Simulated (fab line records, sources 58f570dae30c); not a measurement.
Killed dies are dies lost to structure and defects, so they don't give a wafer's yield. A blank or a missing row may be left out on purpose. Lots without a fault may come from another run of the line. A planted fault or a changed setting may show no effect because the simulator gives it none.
A struck lot beside a sound one | flow berkeley_cmos170 | 26 steps out of a route of 331
Sound: wafers L504.3, L504.5, L504.6. Struck: wafers L512.1, L512.2, L512.4. The cause comes at the end.
At each step with rows: each side's tool, then ch and its chambers, then its first start. Under that, the readings that differ: sound wafers | struck wafers | difference of the means | sigmas: that difference in standard deviations of wafers without a fault.
alike: readings whose means differ by less than 2 such deviations, and words and numbers that are the same on both sides. not compared: withheld readings, readings that some wafer has no value for, bounds like >300 that may hide the same value, and numbers for which the record gives no deviation and whose values overlap.
The two part at a step that has a row with sigmas, a row that says differs or no value, or rows on one side only. Numbers that don't overlap but have no deviation are shown without sigmas and don't part them. A reading that every wafer of one side lacks parts them only if that side has two wafers or more.

first, 1 step without rows for these wafers: UCB170_PSD_IMPLANT_08.
UCB170_PSD_STRIP_09: strips in O2.
  sound on plasma_asher-02 ch 0,1, day 8 12:46; struck on plasma_asher-02 ch 0,1, day 9 08:57
  alike: drypump_motor_current_A, oes_product_au, strip_time_to_endpoint_s
  not compared: rf_hours_counter_h
UCB170_PSD_TW_MEAS_10:
  sound on film_metro-01, day 8 12:50; struck on film_metro-01, day 9 09:03
  alike: PSD_TW
then, 7 steps without rows for these wafers: UCB170_PSD_CLEAN_11 (cleans in SPM, time 600 s); UCB170_NSD_HMDS_00 (prime time 60 s); UCB170_NSD_COAT_01 (resist thk 900 nm); UCB170_NSD_SOFTBAKE_02 (time 60 s); UCB170_NSD_EXPOSE_03 (exposes mask NSELECT MOD, target cd 1200 nm); UCB170_NSD_PEB_04; UCB170_NSD_DEVELOP_05 (develop time 45 s).
UCB170_NSD_CD_MEAS_06: target cd 1200 nm.
  sound on cd_sem-02, day 8 14:46; struck on cd_sem-01, day 9 10:52
  reading    | sound                | struck               | difference | sigmas
  cd_nm (nm) | 1202.9 1201.8 1201.7 | 1198.9 1198.6 1199.4 | -3.2       | -2
UCB170_NSD_OVL_MEAS_07:
  sound on overlay-02, day 8 14:51; struck on overlay-01, day 9 10:59
  alike: NSD_OVL
UCB170_NSD_IMPLANT_08:
  sound on implanter-02 ch 0, day 8 14:55; struck on implanter-01 ch 0, day 9 11:02
  reading                   | sound                | struck               | difference | sigmas
  beam_energy_keV           | 39.994 39.980 39.999 | 48.814 48.791 48.802 | +8.811     | +99 or more
  model.implant.rp_nm (nm)  | 48.53 48.53 48.53    | 60.17 60.17 60.17    | +11.64     |
  model.implant.drp_nm (nm) | 21.16 21.16 21.16    | 25.03 25.03 25.03    | +3.87      |
UCB170_NSD_STRIP_09: strips in O2.
  sound on plasma_asher-01 ch 0,1, day 8 15:04; struck on plasma_asher-01 ch 0,1, day 9 11:11
  reading                      | sound             | struck            | difference | sigmas
  oes_product_au (a.u.)        | 0.534 0.530 0.527 | 0.519 0.504 0.511 | -0.019     | -4
  strip_time_to_endpoint_s (s) | 35.85 35.81 35.86 | 38.82 38.82 38.85 | +2.99      | +33
  alike: drypump_motor_current_A
  not compared: rf_hours_counter_h
UCB170_NSD_TW_MEAS_10:
  sound on film_metro-04, day 8 15:08; struck on film_metro-03, day 9 11:17
  reading | sound          | struck         | difference | sigmas
  NSD_TW  | 4206 4194 4174 | 4398 4388 4391 | +201       | +4
  not compared: hold
then, 3 steps without rows for these wafers: UCB170_BACKSIDE_HMDS_00 (prime time 60 s); UCB170_BACKSIDE_COAT_01 (resist thk 900 nm); UCB170_BACKSIDE_SOFTBAKE_02 (time 60 s).
UCB170_BACKSIDE_STRIP_03: strips in O2.
  sound on plasma_asher-01 ch 0,1, day 8 16:02; struck on plasma_asher-01 ch 0,1, day 9 12:09
  alike: drypump_motor_current_A, oes_product_au, strip_time_to_endpoint_s
  not compared: rf_hours_counter_h
then, 1 step without rows for these wafers: UCB170_BACKSIDE_CLEAN_04 (cleans in SPM, time 600 s).
UCB170_SDANNEAL_RTA_00: time 10 s.
  sound on rtp_anneal-01 ch 0, day 8 16:28; struck on rtp_anneal-02 ch 0, day 9 12:26
  reading            | sound          | struck         | difference | sigmas
  lamp_power_pct (%) | 21.9 21.9 21.9 | 26.1 26.1 26.1 | +4.2       | +2
  alike: chamber_o2_ppm, wafer_temp_C_max
UCB170_SDANNEAL_RTA_01: time 5 s.
  sound on rtp_anneal-01 ch 0, day 8 16:32; struck on rtp_anneal-02 ch 0, day 9 12:30
  alike: chamber_o2_ppm, lamp_power_pct, wafer_temp_C_max
UCB170_SDANNEAL_RS_MEAS_02: measures by four-point-probe.
  sound on film_metro-03, day 8 16:36; struck on film_metro-03, day 9 12:33
  reading         | sound             | struck            | difference | sigmas
  PSD_RS (ohm/sq) | 75.67 75.85 75.52 | 74.92 75.15 75.11 | -0.62      | -2
UCB170_SDANNEAL_RS_MEAS_03: measures by four-point-probe.
  sound on film_metro-03, day 8 16:43; struck on film_metro-03, day 9 13:02
  reading         | sound             | struck            | difference | sigmas
  NSD_RS (ohm/sq) | 37.29 37.31 37.29 | 35.31 35.26 35.28 | -2.01      | -22
  not compared: hold
UCB170_SDANNEAL_RS_MEAS_04: measures by four-point-probe.
  sound on film_metro-03, day 8 16:50; struck on film_metro-03, day 9 17:31
  reading | sound | struck                                                                     | difference                   | sigmas
  hold    | - - - | await_dispo/4.4h/release await_dispo/4.4h/release await_dispo/4.4h/release | no value on the sound wafers |
  alike: PLDD_RS
UCB170_M3_PROBE_99:
  the record has rows for the sound wafers here (prober-02, day 9 16:02) and none for the struck ones

WHERE THEY PART
First at UCB170_NSD_CD_MEAS_06; last, within this record, at UCB170_M3_PROBE_99.

WHY: what the simulator had put in
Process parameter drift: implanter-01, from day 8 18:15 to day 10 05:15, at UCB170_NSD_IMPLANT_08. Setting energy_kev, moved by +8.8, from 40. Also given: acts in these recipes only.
